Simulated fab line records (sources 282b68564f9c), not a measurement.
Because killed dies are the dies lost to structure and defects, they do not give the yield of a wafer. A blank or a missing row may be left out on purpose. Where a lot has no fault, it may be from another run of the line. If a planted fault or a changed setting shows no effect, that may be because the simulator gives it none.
A lot that was struck, set against a sound lot / flow rit-cmos / 44 steps out of a route of 202
Sound: these wafers, L205.2, L205.3, L205.6. Wafers struck: L209.4, L209.5, L209.6. Last of all comes the cause.
Each step with rows lists, per side, the tool, then ch with its chambers, then its first start. Under that, the readings that differ: sound wafers / struck wafers / difference of the means / sigmas: that difference in standard deviations of wafers without a fault.
alike: readings with means less than 2 such deviations apart, plus words and numbers identical on both sides. not compared: withheld readings, readings lacking a value on some wafer, bounds such as >300 that could conceal the same value, and numbers that have no deviation in the record and whose values overlap.
A row with sigmas, a row that says differs or no value, or rows on one side alone: a step with any of these is where the two part. Numbers that have no deviation but don't overlap get no sigmas and don't part them. A reading that every wafer of one side lacks parts them only if that side has two wafers or more.

first, 4 steps without rows for these wafers: RIT_PLDD_SOFTBAKE_02 (time 60 s); RIT_PLDD_EXPOSE_03 (exposes mask M8, target cd 40900 nm); RIT_PLDD_PEB_04; RIT_PLDD_DEVELOP_05 (develop time 50 s).
RIT_PLDD_OVL_MEAS_06:
  sound on overlay-01 at day 2 19:34; struck on overlay-02 at day 3 15:55
  alike: PLDD_OVL
then, 2 steps without rows for these wafers: RIT_PLDD_HARDBAKE_07 (time 60 s); RIT_PLDD_IMPLANT_08.
RIT_PLDD_STRIP_09: strips in O2, time 180 s.
  sound on plasma-asher-02 ch 0,1, day 2 19:53; struck on plasma-asher-01 ch 0,1, day 3 16:18
  alike: chamber-pressure-mTorr, drypump-motor-current-A
  not compared: rf-hours-counter-h
RIT_PLDD_TW_MEAS_10:
  sound on film-metro-03 at day 2 20:04; struck on film-metro-01 at day 3 16:26
  alike: PLDD_TW
then, 3 steps without rows for these wafers: RIT_SPACER_CLEAN_00 (cleans in SC1, time 600 s); RIT_SPACER_CLEAN_01 (cleans in dHF, time 30 s); RIT_SPACER_CLEAN_02 (cleans in SC2, time 600 s).
RIT_SPACER_CVD_03: deposits Si3N4 from SiH2Cl2/NH3, target thk 250 nm, time 3300 s.
  sound on lpcvd-01 ch 1, day 2 20:29; struck on lpcvd-01 ch 1, day 3 17:02
reading=model.Si3N4_of_SPACER_CVD_03.thk-nm (nm); sound=249.9 253.5 251.4; struck=271.9 271.1 271.4; difference=+19.9; sigmas=
  alike: sih2cl2-flow-sccm
RIT_SPACER_THK_MEAS_04:
  sound on film-metro-02 at day 2 22:25; struck on film-metro-01 at day 3 18:59
reading=SPACER_NITRIDE_THK (nm); sound=249.9 253.7 251.3; struck=272.0 271.1 271.5; difference=+19.9; sigmas=+9
RIT_SPACER_ETCHBACK_05: etches Si3N4 in SF6/CHF3, stops on SiO2, target depth 250 nm, time 240 s.
  sound on rie-diel-03 ch 0,2,3, day 2 22:28; struck on rie-diel-03 ch 0,1,3, day 3 19:01
reading=oes-product-au (a.u.); sound=0.838 0.853 0.842; struck=0.898 0.892 0.893; difference=+0.050; sigmas=+4
reading=model.etch.depth-nm (nm); sound=249.9 253.5 251.4; struck=271.9 271.1 271.4; difference=+19.9; sigmas=
  alike: chamber-pressure-mTorr, drypump-motor-current-A, throttle-valve-pct
  not compared: rf-hours-counter-h
then, 6 steps without rows for these wafers: RIT_NSD_HMDS_00 (prime time 60 s); RIT_NSD_COAT_01 (resist thk 1000 nm); RIT_NSD_SOFTBAKE_02 (time 60 s); RIT_NSD_EXPOSE_03 (exposes mask M9, target cd 40700 nm); RIT_NSD_PEB_04; RIT_NSD_DEVELOP_05 (develop time 50 s).
RIT_NSD_OVL_MEAS_06:
  sound on overlay-01 at day 2 23:38; struck on overlay-01 at day 3 20:10
  alike: NSD_OVL
then, 2 steps without rows for these wafers: RIT_NSD_HARDBAKE_07 (time 60 s); RIT_NSD_IMPLANT_08.
RIT_NSD_STRIP_09: strips in O2, time 180 s.
  sound on plasma-asher-04 ch 0,1, day 2 23:58; struck on plasma-asher-04 ch 0,1, day 3 20:32
  alike: chamber-pressure-mTorr, drypump-motor-current-A
  not compared: rf-hours-counter-h
RIT_NSD_TW_MEAS_10:
  sound on film-metro-04 at day 3 00:09; struck on film-metro-04 at day 3 20:41
  alike: NSD_TW
then, 6 steps without rows for these wafers: RIT_PSD_HMDS_00 (prime time 60 s); RIT_PSD_COAT_01 (resist thk 1000 nm); RIT_PSD_SOFTBAKE_02 (time 60 s); RIT_PSD_EXPOSE_03 (exposes mask M10, target cd 40900 nm); RIT_PSD_PEB_04; RIT_PSD_DEVELOP_05 (develop time 50 s).
RIT_PSD_OVL_MEAS_06:
  sound on overlay-01 at day 3 01:04; struck on overlay-02 at day 3 21:43
  alike: PSD_OVL
then, 2 steps without rows for these wafers: RIT_PSD_HARDBAKE_07 (time 60 s); RIT_PSD_IMPLANT_08.
RIT_PSD_STRIP_09: strips in O2, time 180 s.
  sound on plasma-asher-03 ch 0,1, day 3 01:23; struck on plasma-asher-01 ch 0,1, day 3 22:05
  alike: chamber-pressure-mTorr, drypump-motor-current-A
  not compared: rf-hours-counter-h
RIT_PSD_TW_MEAS_10:
  sound on film-metro-01 at day 3 01:35; struck on film-metro-01 at day 3 22:14
  alike: PSD_TW
then, 3 steps without rows for these wafers: RIT_SDANNEAL_CLEAN_00 (cleans in SC1, time 600 s); RIT_SDANNEAL_CLEAN_01 (cleans in dHF, time 30 s); RIT_SDANNEAL_CLEAN_02 (cleans in SC2, time 600 s).
RIT_SDANNEAL_RTA_03: time 5 s.
  sound on rtp-anneal-02 ch 0, day 3 02:00; struck on rtp-anneal-02 ch 0, day 3 22:41
  alike: wafer_temp_C_max
RIT_SDANNEAL_RS_MEAS_04: the measuring method here is four-point-probe.
  sound on film-metro-03 at day 3 02:04; struck on film-metro-04 at day 3 22:47
  alike: PSD_RS
RIT_SILICIDE_WET_ETCH_00: etches SiO2 in BOE, target depth 14 nm, time 15 s.
  sound on wet-bench-04 ch 2, day 3 02:32; struck on wet-bench-04 ch 3, day 3 23:12
reading=model.Si3N4_of_SPACER_CVD_03.thk-nm (nm); sound=194.7 197.9 196.8; struck=213.3 212.1 211.3; difference=+15.8; sigmas=
RIT_M1_PROBE_99:
  sound on prober-02 at day 3 10:43; struck on prober-02 at day 4 06:18
reading=model.etest.pplus-sal.width-nm (nm); sound=3462 3449 3443; struck=3423 3414 3421; difference=-32; sigmas=
reading=model.etest.nplus-sal.width-nm (nm); sound=3466 3451 3452; struck=3416 3422 3430; difference=-34; sigmas=
reading=model.etest.pwell-pinched.rs-ohm-sq; sound=465.6 453.6 459.1; struck=439.3 444.9 451.2; difference=-14.3; sigmas=
reading=model.etest.nwell-pinched.rs-ohm-sq; sound=339.1 335.3 333.3; struck=321.6 326.2 325.8; difference=-11.4; sigmas=
reading=model.etest.contact-nplus.end-ohm-um; sound=41.92 41.05 41.42; struck=37.91 38.35 39.05; difference=-3.03; sigmas=
reading=model.etest.diode-pplus-nwell.bv-v (V); sound=6.576 6.53 6.55; struck=6.487 6.5 6.507; difference=-0.054; sigmas=
reading=model.etest.nmos_0p15.tox-inv-nm (nm); sound=4.371 4.386 4.421; struck=4.643 4.569 4.528; difference=+0.187; sigmas=
  alike: killed-at-contacts, killed-at-front-end, killed-dies, killed-open, killed-short
  not compared: model.etest.nmos_0p15.r-on-ohm-um

WHERE THEY PART
Last at RIT_SPACER_ETCHBACK_05 as far as this record goes, first at RIT_SPACER_THK_MEAS_04. Later steps at which nothing parts them and some readings are alike: RIT_NSD_OVL_MEAS_06, RIT_NSD_STRIP_09, RIT_NSD_TW_MEAS_10, RIT_PSD_OVL_MEAS_06, RIT_PSD_STRIP_09, RIT_PSD_TW_MEAS_10, RIT_SDANNEAL_RTA_03, RIT_SDANNEAL_RS_MEAS_04, RIT_M1_PROBE_99.

WHY: what had been put in by the simulator
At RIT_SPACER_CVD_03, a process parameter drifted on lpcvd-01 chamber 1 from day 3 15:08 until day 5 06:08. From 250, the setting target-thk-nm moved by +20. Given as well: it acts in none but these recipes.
